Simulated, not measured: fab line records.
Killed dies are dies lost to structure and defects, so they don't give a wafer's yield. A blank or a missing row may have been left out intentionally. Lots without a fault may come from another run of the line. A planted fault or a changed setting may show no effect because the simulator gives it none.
A lot that was struck, set against a sound lot | flow rit_cmos | 44 out of 202 route steps
Sound: the wafers L382.3, L382.4, L382.6. The struck wafers were L385.1, L385.4, L385.6. The cause is given at the end.
Order at every step that has rows: each side's tool, ch and its chambers, its first start. Under that, the readings that differ: sound wafers | struck wafers | difference of the means | sigmas: that difference in standard deviations of wafers without a fault.
alike: readings with means less than 2 such deviations apart, plus words and numbers identical on both sides. not compared: withheld readings, readings lacking a value on some wafer, bounds such as >300 that could conceal the same value, and numbers that have no deviation in the record and whose values overlap.
A row with sigmas, a row that says differs or no value, or rows on one side alone: a step with any of these is where the two part. Numbers that have no deviation but don't overlap get no sigmas and don't part them. A reading missing from all wafers of one side parts the sides only when that side holds two or more wafers.

first, 3 steps without rows for these wafers: RIT_REOX_CLEAN_01 (cleans in dHF, time 30 s); RIT_REOX_CLEAN_02 (cleans in SC2, time 600 s); RIT_REOX_OXIDATION_03 (target thk 25.2 nm, ox time 5580 s).
RIT_REOX_THK_MEAS_04:
  sound on film_metro-04 at day 2 17:55; struck on film_metro-02 at day 3 07:01
  alike: REOX_OXIDE_THK
then, 6 steps without rows for these wafers: RIT_NLDD_HMDS_00 (prime time 60 s); RIT_NLDD_COAT_01 (resist thk 1000 nm); RIT_NLDD_SOFTBAKE_02 (time 60 s); RIT_NLDD_EXPOSE_03 (exposes mask M7, target cd 40700 nm); RIT_NLDD_PEB_04; RIT_NLDD_DEVELOP_05 (develop time 50 s).
RIT_NLDD_OVL_MEAS_06:
  sound on overlay-01 at day 2 18:49; struck on overlay-01 at day 3 07:56
  alike: NLDD_OVL
then, 1 step without rows for these wafers: RIT_NLDD_HARDBAKE_07 (time 60 s).
RIT_NLDD_IMPLANT_08:
  sound on implanter-04 ch 0, day 2 19:08; struck on implanter-04 ch 0, day 3 08:07
  reading            | sound                         | struck                      | difference | sigmas
  dose_ions_cm2      | 4.997e+14 4.999e+14 4.993e+14 | 3.599e+14 3.59e+14 3.59e+14 | -1.403e+14 | -99 or more
  faraday_current_uA | 1552 1559 1583                | 1145 1154 1115              | -427       | -14
  alike: beam_on_s, tilt_deg
RIT_NLDD_STRIP_09: strips in O2, time 180 s.
  sound on plasma_asher-01 ch 0,1, day 2 19:17; struck on plasma_asher-04 ch 1, day 3 08:16
  alike: chamber_pressure_mTorr, drypump_motor_current_A
  not compared: rf_hours_counter_h
RIT_NLDD_TW_MEAS_10:
  sound on film_metro-04 at day 2 19:26; struck on film_metro-04 at day 3 08:26
  reading | sound          | struck         | difference | sigmas
  NLDD_TW | 2495 2494 2496 | 2281 2291 2300 | -204       | -15
then, 6 steps without rows for these wafers: RIT_PLDD_HMDS_00 (prime time 60 s); RIT_PLDD_COAT_01 (resist thk 1000 nm); RIT_PLDD_SOFTBAKE_02 (time 60 s); RIT_PLDD_EXPOSE_03 (exposes mask M8, target cd 40900 nm); RIT_PLDD_PEB_04; RIT_PLDD_DEVELOP_05 (develop time 50 s).
RIT_PLDD_OVL_MEAS_06:
  sound on overlay-02 at day 2 20:20; struck on overlay-01 at day 3 09:25
  alike: PLDD_OVL
then, 2 steps without rows for these wafers: RIT_PLDD_HARDBAKE_07 (time 60 s); RIT_PLDD_IMPLANT_08.
RIT_PLDD_STRIP_09: strips in O2, time 180 s.
  sound on plasma_asher-04 ch 0,1, day 2 20:52; struck on plasma_asher-04 ch 0, day 3 09:44
  alike: chamber_pressure_mTorr, drypump_motor_current_A
  not compared: rf_hours_counter_h
RIT_PLDD_TW_MEAS_10:
  sound on film_metro-04 at day 2 21:00; struck on film_metro-01 at day 3 09:55
  alike: PLDD_TW
then, 4 steps without rows for these wafers: RIT_SPACER_CLEAN_00 (cleans in SC1, time 600 s); RIT_SPACER_CLEAN_01 (cleans in dHF, time 30 s); RIT_SPACER_CLEAN_02 (cleans in SC2, time 600 s); RIT_SPACER_CVD_03 (deposits Si3N4 from SiH2Cl2/NH3, target thk 250 nm, time 3300 s).
RIT_SPACER_THK_MEAS_04:
  sound on film_metro-01 at day 2 23:25; struck on film_metro-02 at day 3 12:19
  alike: SPACER_NITRIDE_THK
RIT_SPACER_ETCHBACK_05: etches Si3N4 in SF6/CHF3, stops on SiO2, target depth 250 nm, time 240 s.
  sound on rie_diel-01 ch 0,1,3, day 2 23:27; struck on rie_diel-02 ch 1,2,3, day 3 12:22
  alike: CHF3_flow_sccm, chamber_pressure_mTorr, drypump_motor_current_A, oes_product_au, rf_fwd_power_W, throttle_valve_pct
  not compared: rf_hours_counter_h
then, 6 steps without rows for these wafers: RIT_NSD_HMDS_00 (prime time 60 s); RIT_NSD_COAT_01 (resist thk 1000 nm); RIT_NSD_SOFTBAKE_02 (time 60 s); RIT_NSD_EXPOSE_03 (exposes mask M9, target cd 40700 nm); RIT_NSD_PEB_04; RIT_NSD_DEVELOP_05 (develop time 50 s).
RIT_NSD_OVL_MEAS_06:
  sound on overlay-02 at day 3 04:49; struck on overlay-01 at day 3 13:30
  alike: NSD_OVL
then, 2 steps without rows for these wafers: RIT_NSD_HARDBAKE_07 (time 60 s); RIT_NSD_IMPLANT_08.
RIT_NSD_STRIP_09: strips in O2, time 180 s.
  sound on plasma_asher-01 ch 0,1, day 3 05:11; struck on plasma_asher-01 ch 0,1, day 3 13:50
  alike: chamber_pressure_mTorr, drypump_motor_current_A
  not compared: rf_hours_counter_h
RIT_SDANNEAL_RS_MEAS_07: the measuring method here is four-point-probe.
  sound on film_metro-04 at day 3 07:48; struck on film_metro-04 at day 3 16:19
  reading          | sound             | struck            | difference | sigmas
  NLDD_RS (ohm/sq) | 151.4 151.0 151.1 | 198.3 197.9 196.8 | +46.5      | +83
RIT_M1_PROBE_99:
  sound on prober-01 at day 3 15:09; struck on prober-01 at day 3 23:16
  reading                             | sound             | struck            | difference | sigmas
  killed_at_contacts                  | 2 2 0             | 0 0 0             | -1         | -4
  model.etest.nmos_0p15.r_on_ohm_um   | 1130 1095 1111    | 1358 1365 1322    | +236       |
  model.etest.nmos_0p3.r_on_ohm_um    | 2167 2142 2152    | 2380 2404 2366    | +230       |
  model.etest.nldd.rs_ohm_sq          | 371.2 377.8 377.4 | 507.2 511.8 513   | +135.2     |
  model.etest.nmos_turned.drive_ua_um | 332.8 325.5 315.4 | 225.6 224.9 223.6 | -99.9      |
  model.etest.nmos_0p15.drive_ua_um   | 468.3 464.4 450.2 | 393.4 407.5 404.5 | -59.2      |
  model.etest.nldd.line_ohm_um        | 117.5 119.4 120.2 | 160.5 160.8 161.1 | +41.8      |
  model.etest.nmos_narrow.drive_ua_um | 227 219 219.3     | 210.8 215.8 209.1 | -9.9       |
  model.etest.nmos_0p3.drive_ua_um    | 228.1 221.8 220.9 | 211.6 216.4 211.5 | -10.4      |
  alike: killed_at_front_end, killed_dies, killed_open, killed_short

## WHERE THEY PART
At RIT_NLDD_IMPLANT_08 first; at RIT_M1_PROBE_99 last (within this record only).

WHY: what had been put in by the simulator
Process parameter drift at RIT_NLDD_IMPLANT_08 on implanter-04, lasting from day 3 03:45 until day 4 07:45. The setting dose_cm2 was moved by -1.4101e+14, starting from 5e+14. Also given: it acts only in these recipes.
